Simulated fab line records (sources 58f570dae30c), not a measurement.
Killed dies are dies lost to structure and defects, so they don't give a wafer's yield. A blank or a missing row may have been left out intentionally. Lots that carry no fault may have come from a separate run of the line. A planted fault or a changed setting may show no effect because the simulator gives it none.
Which tool was responsible? | flow berkeleyCmos170 | 45 wafers sampled from 15 lots at 1 step of a route of 331

== WHAT THE GAUGES SHOWED, per wafer ==
The record holds no reading of a measuring or inspecting step that can be judged against a usual standard deviation.

== WHAT TOOL EACH LOT RAN ON (gives the tool, then ch and the chambers of the sampled wafers, and finally the start) ==
lot  | UCB170_V1_STRIP_15
L830 | plasmaAsher-02 ch 0,1, day 7 19:22
L831 | plasmaAsher-03 ch 0,1, day 7 19:42
L832 | plasmaAsher-03 ch 1, day 8 02:37
L834 | plasmaAsher-01 ch 0,1, day 8 20:43
L836 | plasmaAsher-01 ch 0,1, day 9 03:53
L839 | plasmaAsher-01 ch 0,1, day 9 23:07
L840 | plasmaAsher-02 ch 0, day 9 23:22
L841 | plasmaAsher-02 ch 0,1, day 10 08:55
L844 | plasmaAsher-01 ch 0,1, day 11 02:01
L847 | plasmaAsher-02 ch 0,1, day 11 16:26
L848 | plasmaAsher-03 ch 0,1, day 11 16:45
L852 | plasmaAsher-02 ch 0,1, day 12 02:13
L850 | plasmaAsher-02 ch 1, day 12 06:11
L851 | plasmaAsher-01 ch 0,1, day 12 06:25
L853 | plasmaAsher-02 ch 0,1, day 12 06:40
- UCB170_V1_STRIP_15: strips in O2.

== WHAT THE TOOLS THEMSELVES READ (means of the sampled wafers that have a number; where no wafer has one, the mark that the record gives instead) ==
UCB170_V1_STRIP_15. Usual: chamberPressureMTorr 3500.1 mTorr, standard deviation 3; drypumpMotorCurrentA 5.8 A, standard deviation 0.38; oesProductAu 0.722 a.u., standard deviation 0.0044; stripTimeToEndpointS 15.32 s, standard deviation 0.089.
lot  | tool           | chamberPressureMTorr (mTorr) | drypumpMotorCurrentA (A) | oesProductAu (a.u.) | stripTimeToEndpointS (s) | flag
L830 | plasmaAsher-02 | 3500.7                       | 5.8                      | 0.723               | 15.33                    | 
L831 | plasmaAsher-03 | 3499.8                       | 5.8                      | 0.725               | 15.42                    | 
L832 | plasmaAsher-03 | 3499.0                       | 6.0                      | 0.721               | 15.51                    | 
L834 | plasmaAsher-01 | 3501.5                       | 5.5                      | 0.725               | 15.34                    | 
L836 | plasmaAsher-01 | 3501.9                       | 5.5                      | 0.718               | 15.38                    | 
L839 | plasmaAsher-01 | -                            | -                        | -                   | -                        | OFF
L840 | plasmaAsher-02 | -                            | -                        | -                   | -                        | OFF
L841 | plasmaAsher-02 | -                            | -                        | -                   | -                        | OFF
L844 | plasmaAsher-01 | 3494.3                       | 5.5                      | 0.725               | 15.21                    | 
L847 | plasmaAsher-02 | 3502.2                       | 5.8                      | 0.723               | 15.24                    | 
L848 | plasmaAsher-03 | 3501.9                       | 5.8                      | 0.722               | 15.30                    | 
L852 | plasmaAsher-02 | 3500.6                       | 5.8                      | 0.721               | 15.30                    | 
L850 | plasmaAsher-02 | 3503.2                       | 5.9                      | 0.715               | 15.33                    | 
L851 | plasmaAsher-01 | 3497.5                       | 5.9                      | 0.725               | 15.34                    | 
L853 | plasmaAsher-02 | 3500.0                       | 5.8                      | 0.724               | 15.36                    | 

== THE ANSWER, worked out from the rows above alone ==
Rule: lot off if the mean of its wafers having a number is beyond 3 standard deviations from the usual mean. Also off: a lot with no number at a reading for which 4 or more lots have one. The other lots that the step has rows for count as sound. First the gauges in route order, then the tools' own readings, where a lot's mean is used as printed above. The first step at which some lot is off is used, and at that step the reading that is off furthest; a lot without a number counts as furthest.
Off at UCB170_V1_STRIP_15 (chamberPressureMTorr): L839, L840, L841. Without a number there: L839, L840, L841.
A tool fits if, at that step or a process step before it, it ran every lot that is off, and no sound lot after the first of them. Of those tried, none fits.

== WHAT THE SIMULATOR HAD PUT IN ==
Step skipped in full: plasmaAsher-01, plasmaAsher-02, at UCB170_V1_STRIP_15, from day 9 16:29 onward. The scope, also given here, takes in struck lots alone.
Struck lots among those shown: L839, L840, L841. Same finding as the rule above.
